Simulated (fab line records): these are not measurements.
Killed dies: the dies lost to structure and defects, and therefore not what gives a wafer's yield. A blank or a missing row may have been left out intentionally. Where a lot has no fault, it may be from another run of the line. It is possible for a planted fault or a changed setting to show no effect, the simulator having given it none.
Which tool is to blame?	flow berkeley cmos170	7 lots, 21 wafers sampled, at 4 steps of a route of 331

## WHAT EACH GAUGE READ, for each wafer
UCB170_M2_CD_MEAS_90: target cd 700 nm.
lot	measured	on	cd nm (nm)
L587	day 8 11:14	cd sem-02	697.6 692.3 695.4
L588	day 8 11:44	cd sem-01	697.3 695.4 696.6
L591	day 9 02:01	cd sem-02	696.7 697.6 698.4
L595	day 10 08:31	cd sem-02	703.0 703.7 700.6
L599	day 11 18:03	cd sem-02	721.8 724.4 724.2
L602	day 12 06:55	cd sem-02	698.3 696.9 698.0
L605	day 12 18:33	cd sem-01	698.4 699.4 701.2

## WHICH TOOL RAN EACH LOT (tool, then ch and the chambers of the sampled wafers, then the start)
lot	UCB170_M2_SPUTTER_01	UCB170_M2_METAL_ETCH_18	UCB170_M2_STRIP_19
L587	pvd sputter-02, day 8 08:44	rie metal-04 ch 0,1, day 8 10:56	plasma asher-03 ch 0,1, day 8 11:07
L588	pvd sputter-04, day 8 09:02	rie metal-02 ch 1, day 8 11:25	plasma asher-02 ch 1, day 8 11:37
L591	pvd sputter-03, day 8 22:38	rie metal-04 ch 0,1, day 9 01:43	plasma asher-01 ch 0,1, day 9 01:55
L595	pvd sputter-04, day 10 05:35	rie metal-02 ch 0,1, day 10 08:14	plasma asher-01 ch 0,1, day 10 08:23
L599	pvd sputter-04, day 11 14:38	rie metal-04 ch 0, day 11 17:35	plasma asher-01 ch 0,1, day 11 17:57
L602	pvd sputter-03, day 12 03:05	rie metal-01 ch 0,1, day 12 06:37	plasma asher-01 ch 0,1, day 12 06:49
L605	pvd sputter-04, day 12 15:40	rie metal-02 ch 0,1, day 12 18:17	plasma asher-01 ch 0,1, day 12 18:27
- UCB170_M2_SPUTTER_01: material Al, target thk 900 nm, time 120 s.
- UCB170_M2_METAL_ETCH_18: etches Al in Cl2/BCl3, stops on SiO2, target depth 1170 nm, time 195 s.
- UCB170_M2_STRIP_19: strips in O2.

## THE ANSWER, worked out from the rows above alone
Rule: usual is defined by the lots themselves. The widest of any qualifying gaps counts: lots, ordered by their means at a reading, are off when they make up no more than a third of the lots, leave a main group of 4 or more, and stand apart from it by 3 or more times the standard deviation of that group's means. A main group whose means are all the same, to the digits that the tables above print for the reading, isn't used. Also off: a lot with no number at a reading for which 4 or more lots have one. Where the step has rows for the other lots, those lots are counted as sound.
Off: L599, at UCB170_M2_CD_MEAS_90 (cd nm). For the main group the mean is 698.2 nm and the standard deviation 2.4.
If a tool, at a process step before that reading, ran all the lots that are off and no sound lot after the first of them, it fits. Gauges at UCB170_M2_CD_MEAS_90: tried the same way as those tools. One candidate fits, namely rie metal-04 at UCB170_M2_METAL_ETCH_18. A fault onset in the window from L591 (day 9 01:43, its last sound lot) to L599 (day 11 17:35, its first lot off) fits.

## WHAT THE SIMULATOR PUT IN
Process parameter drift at UCB170_M2_METAL_ETCH_18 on rie metal-04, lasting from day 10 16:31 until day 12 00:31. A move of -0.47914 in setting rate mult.
Shown lots that were struck: L599. The rule above found the same.
